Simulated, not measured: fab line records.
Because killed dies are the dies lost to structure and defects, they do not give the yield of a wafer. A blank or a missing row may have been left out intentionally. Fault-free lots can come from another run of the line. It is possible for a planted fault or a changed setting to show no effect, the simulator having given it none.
What tool caused it? + flow rit_cmos + Sampling: 16 lots, 48 wafers, 5 of 202 route steps

## WHAT THE GAUGES READ, wafer by wafer
RIT_FOX2_THK_MEAS_90. Usual: FIELD_OXIDE_LEFT_1_THK typically reads 326 nm, with standard deviation 6.5.
| lot  | measured    | on            | FIELD_OXIDE_LEFT_1_THK (nm) | flag |
|------|-------------|---------------|-----------------------------|------|
| L468 | day 1 19:40 | film_metro-01 | 327 327 329                 |      |
| L471 | day 2 10:20 | film_metro-03 | 333 334 328                 |      |
| L473 | day 2 21:03 | film_metro-04 | 340 341 336                 |      |
| L474 | day 3 02:43 | film_metro-03 | 334 335 331                 |      |
| L475 | day 3 06:34 | film_metro-03 | 326 328 322                 |      |
| L477 | day 3 18:33 | film_metro-04 | 335 335 336                 |      |
| L478 | day 3 21:16 | film_metro-04 | 318 316 315                 |      |
| L479 | day 4 02:51 | film_metro-01 | 323 321 320                 |      |
| L481 | day 4 13:16 | film_metro-04 | 331 326 322                 |      |
| L482 | day 4 17:19 | film_metro-04 | 327 328 333                 |      |
| L483 | day 4 22:32 | film_metro-04 | 309 317 317                 |      |
| L485 | day 5 08:27 | film_metro-01 | 318 320 318                 |      |
| L487 | day 5 18:11 | film_metro-01 | 329 327 328                 |      |
| L489 | day 6 04:21 | film_metro-04 | 322 324 326                 |      |
| L490 | day 6 13:16 | film_metro-01 | 328 332 329                 |      |
| L491 | day 6 16:45 | film_metro-01 | 316 321 320                 |      |

RIT_GATE_OVL_MEAS_17. Usual: GATE_OVL typically reads -0.4 nm, with standard deviation 1.2.
| lot  | measured    | on         | GATE_OVL (nm)     | flag |
|------|-------------|------------|-------------------|------|
| L468 | day 2 12:22 | overlay-01 | 0.0 0.5 -0.5      |      |
| L471 | day 3 04:40 | overlay-02 | -2.2 -1.3 -1.2    |      |
| L473 | day 3 13:49 | overlay-01 | 1.1 0.4 2.5       |      |
| L474 | day 3 19:03 | overlay-02 | 0.1 1.1 -0.9      |      |
| L475 | day 3 22:54 | overlay-02 | -0.2 -1.7 -3.5    |      |
| L477 | day 4 11:14 | overlay-02 | -1.1 -0.9 0.3     |      |
| L478 | day 4 15:07 | overlay-01 | -1.7 -1.7 0.0     |      |
| L479 | day 4 19:20 | overlay-01 | -1.1 -1.8 -1.6    |      |
| L481 | day 5 07:13 | overlay-01 | -1.0 -1.6 0.9     |      |
| L482 | day 5 10:36 | overlay-02 | 0.8 1.7 -0.1      |      |
| L483 | day 5 15:05 | overlay-02 | -2.1 0.8 0.0      |      |
| L485 | day 6 03:17 | overlay-01 | 1.6 1.2 1.4       |      |
| L487 | day 6 12:02 | overlay-02 | 131.0 130.0 129.0 | OFF  |
| L489 | day 6 22:01 | overlay-02 | 128.2 128.6 129.1 | OFF  |
| L490 | day 7 07:31 | overlay-01 | 126.9 128.9 129.5 | OFF  |
| L491 | day 7 10:41 | overlay-02 | 129.2 129.0 130.6 | OFF  |

RIT_GATE_CD_MEAS_90 targets a cd of 150 nm. Usual: 151.5 nm for cd_nm, sd 2.3.
| lot  | measured    | on        | cd_nm (nm)        | flag |
|------|-------------|-----------|-------------------|------|
| L468 | day 2 12:50 | cd_sem-01 | 146.5 144.3 145.2 |      |
| L471 | day 3 05:10 | cd_sem-01 | 150.9 152.3 151.9 |      |
| L473 | day 3 14:17 | cd_sem-01 | 154.2 155.6 156.3 |      |
| L474 | day 3 19:32 | cd_sem-01 | 151.2 151.1 149.2 |      |
| L475 | day 3 23:23 | cd_sem-01 | 154.3 152.4 155.1 |      |
| L477 | day 4 11:44 | cd_sem-02 | 151.5 149.0 152.1 |      |
| L478 | day 4 15:35 | cd_sem-02 | 151.4 152.3 150.5 |      |
| L479 | day 4 19:49 | cd_sem-02 | 154.3 152.4 150.9 |      |
| L481 | day 5 07:43 | cd_sem-02 | 152.8 150.6 150.6 |      |
| L482 | day 5 11:04 | cd_sem-02 | 154.8 155.4 154.6 |      |
| L483 | day 5 15:33 | cd_sem-01 | 152.3 152.7 154.9 |      |
| L485 | day 6 03:46 | cd_sem-02 | 150.9 148.1 150.9 |      |
| L487 | day 6 12:30 | cd_sem-01 | 150.6 151.6 152.0 |      |
| L489 | day 6 22:29 | cd_sem-01 | 149.6 152.5 152.5 |      |
| L490 | day 7 08:00 | cd_sem-02 | 152.1 150.7 150.6 |      |
| L491 | day 7 11:10 | cd_sem-02 | 153.9 154.3 153.7 |      |

RIT_REOX_THK_MEAS_04. Usual: REOX_OXIDE_THK typically reads 25.9 nm, with standard deviation 0.47.
| lot  | measured    | on            | REOX_OXIDE_THK (nm) | flag |
|------|-------------|---------------|---------------------|------|
| L468 | day 2 16:05 | film_metro-04 | 25.2 25.1 25.2      |      |
| L471 | day 3 08:14 | film_metro-02 | 25.8 25.8 25.7      |      |
| L473 | day 3 17:21 | film_metro-04 | 25.9 26.1 26.0      |      |
| L474 | day 3 22:38 | film_metro-04 | 25.7 25.8 25.7      |      |
| L475 | day 4 02:37 | film_metro-04 | 25.3 25.3 25.2      |      |
| L477 | day 4 14:45 | film_metro-03 | 25.6 25.4 25.9      |      |
| L478 | day 4 18:47 | film_metro-03 | 26.1 26.7 25.8      |      |
| L479 | day 4 22:51 | film_metro-02 | 26.0 26.1 26.3      |      |
| L481 | day 5 10:44 | film_metro-04 | 25.2 25.5 25.9      |      |
| L482 | day 5 14:07 | film_metro-02 | 26.0 25.6 26.0      |      |
| L483 | day 5 18:35 | film_metro-03 | 25.7 25.8 25.5      |      |
| L485 | day 6 06:52 | film_metro-04 | 25.9 25.9 26.0      |      |
| L487 | day 6 16:35 | film_metro-02 | 25.9 26.2 26.5      |      |
| L489 | day 7 01:31 | film_metro-04 | 25.6 25.5 25.5      |      |
| L490 | day 7 11:53 | film_metro-04 | 25.7 25.7 25.9      |      |
| L491 | day 7 15:44 | film_metro-03 | 25.7 26.1 25.9      |      |

## WHAT TOOL EACH LOT RAN ON (gives the tool, then ch and the chambers of the sampled wafers, and finally the start)
| lot  | RIT_GATE_EXPOSE_13                 |
|------|------------------------------------|
| L468 | iline_stepper-01 ch 0, day 2 11:51 |
| L471 | iline_stepper-01 ch 0, day 3 04:11 |
| L473 | iline_stepper-02 ch 0, day 3 13:13 |
| L474 | iline_stepper-02 ch 0, day 3 18:33 |
| L475 | iline_stepper-01 ch 0, day 3 22:24 |
| L477 | iline_stepper-02 ch 0, day 4 10:45 |
| L478 | iline_stepper-02 ch 0, day 4 14:36 |
| L479 | iline_stepper-01 ch 0, day 4 18:50 |
| L481 | iline_stepper-02 ch 0, day 5 06:43 |
| L482 | iline_stepper-02 ch 0, day 5 10:05 |
| L483 | iline_stepper-02 ch 0, day 5 14:34 |
| L485 | iline_stepper-01 ch 0, day 6 02:46 |
| L487 | iline_stepper-01 ch 0, day 6 11:31 |
| L489 | iline_stepper-01 ch 0, day 6 21:30 |
| L490 | iline_stepper-01 ch 0, day 7 07:01 |
| L491 | iline_stepper-01 ch 0, day 7 10:10 |
- RIT_GATE_EXPOSE_13: exposes mask M6, target cd 150 nm.

## WHAT THE TOOLS THEMSELVES READ (means of the sampled wafers that have a number; where no wafer has one, the mark that the record gives instead)
RIT_GATE_EXPOSE_13. Usual: 379.9 for exposure_dose_mJ_cm2, sd 0.37.
| lot  | tool             | exposure_dose_mJ_cm2 | flag |
|------|------------------|----------------------|------|
| L468 | iline_stepper-01 | 380.1                |      |
| L471 | iline_stepper-01 | 379.8                |      |
| L473 | iline_stepper-02 | 379.7                |      |
| L474 | iline_stepper-02 | 379.6                |      |
| L475 | iline_stepper-01 | 380.0                |      |
| L477 | iline_stepper-02 | 380.2                |      |
| L478 | iline_stepper-02 | 379.7                |      |
| L479 | iline_stepper-01 | 380.3                |      |
| L481 | iline_stepper-02 | 379.8                |      |
| L482 | iline_stepper-02 | 379.8                |      |
| L483 | iline_stepper-02 | 379.9                |      |
| L485 | iline_stepper-01 | 379.7                |      |
| L487 | iline_stepper-01 | 379.8                |      |
| L489 | iline_stepper-01 | 379.7                |      |
| L490 | iline_stepper-01 | 380.0                |      |
| L491 | iline_stepper-01 | 379.5                |      |

## THE ANSWER, worked out from the rows above alone
Rule: a lot is off if the mean of its wafers that have a number lies more than 3 standard deviations from the usual mean. A lot without any number at a reading at which 4 lots or more have one is off too. All remaining lots with rows at the step are treated as sound. The gauges are gone through in route order, then the tools' own readings, and for those a lot's mean is taken as printed above. The first step at which some lot is off is used, and at that step the reading that is off furthest; a lot without a number counts as furthest.
Off: L487, L489, L490, L491, seen at RIT_GATE_OVL_MEAS_17 (GATE_OVL).
If a tool, at a process step before that reading, ran all the lots that are off and no sound lot after the first of them, it fits. The gauges at RIT_GATE_OVL_MEAS_17 are tried like those tools. One candidate fits, namely iline_stepper-01 at RIT_GATE_EXPOSE_13. Its last sound lot is L485 (day 6 02:46), its first lot that is off L487 (day 6 11:31): a fault that began between those two fits.

## WHAT THE SIMULATOR PUT IN
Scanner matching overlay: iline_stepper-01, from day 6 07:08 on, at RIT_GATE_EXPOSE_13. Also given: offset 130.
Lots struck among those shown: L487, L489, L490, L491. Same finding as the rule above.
